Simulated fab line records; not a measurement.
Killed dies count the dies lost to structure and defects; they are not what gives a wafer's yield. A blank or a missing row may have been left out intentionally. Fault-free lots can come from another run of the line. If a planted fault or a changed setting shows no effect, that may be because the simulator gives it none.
One fault through the eyes of 2 desks	flow rit-cmos	every desk sees just its own numbers, and what lay behind them comes last

AT THE METROLOGY DESK
What the gauges read, lot by lot, whatever tool the lot ran on: means of the sampled wafers that have a number. Any lot whose mean is over 4 standard deviations away from the usual mean is out of limits and marked OUT; that distance is given in the brackets.
Columns: A = cd-nm at RIT_GATE_CD_MEAS_16, usual 149.6 nm
lot	first seen here	A
L920	day 2 12:12	148.0
L921	day 2 19:54	149.5
L922	day 2 22:44	147.2
L923	day 3 04:55	148.4
L925	day 3 16:45	148.6
L926	day 3 20:04	146.9
L927	day 4 05:02	145.5
L936	day 5 20:01	136.7 (-5.4) OUT
L938	day 6 06:33	148.9
L939	day 6 12:13	150.2
L940	day 6 17:28	150.7
L941	day 6 22:01	150.1
L942	day 7 04:55	150.9
This desk's verdict: out of limits on L936, starting with L936 at day 5 20:01 (cd-nm at RIT_GATE_CD_MEAS_16). L920, L921, L922, L923, L925, L926, L927, L938, L939, L940, L941, L942 stayed within limits.

AT THE TOOL OWNER'S DESK: litho-track-04
The tool's own readings at RIT_GATE_DEVELOP_15 (develop time 50 s): means of the sampled wafers that have a number, for each lot that ran on this tool. Any lot whose mean is over 4 standard deviations away from the usual mean is out of limits and marked OUT; that distance is given in the brackets.
Columns: A = chill-plate-temp-C at RIT_GATE_DEVELOP_15, usual 23.00 C
lot	first seen here	A
L920	day 2 12:00	22.97
L923	day 3 04:00	23.07
L927	day 4 04:00	22.92
L936	day 5 19:00	23.00
This desk's verdict: no lot among the 4 shows anything out of limits.

PUT TOGETHER
The metrology desk could have raised an alarm at day 5 20:01, on L936.
The desk of the tool owner found nothing out of limits.
Tool owner's desk: L936 on record, inside its limits.
The lots listed all ran RIT_GATE_DEVELOP_15 on litho-track-04.

WHAT THE SIMULATOR HAD PUT IN
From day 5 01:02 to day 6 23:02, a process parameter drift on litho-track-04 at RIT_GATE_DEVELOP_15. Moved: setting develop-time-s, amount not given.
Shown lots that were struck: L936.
Time in hours between the start of the fault and the first out-of-limits reading at each desk: metrology desk, 19.
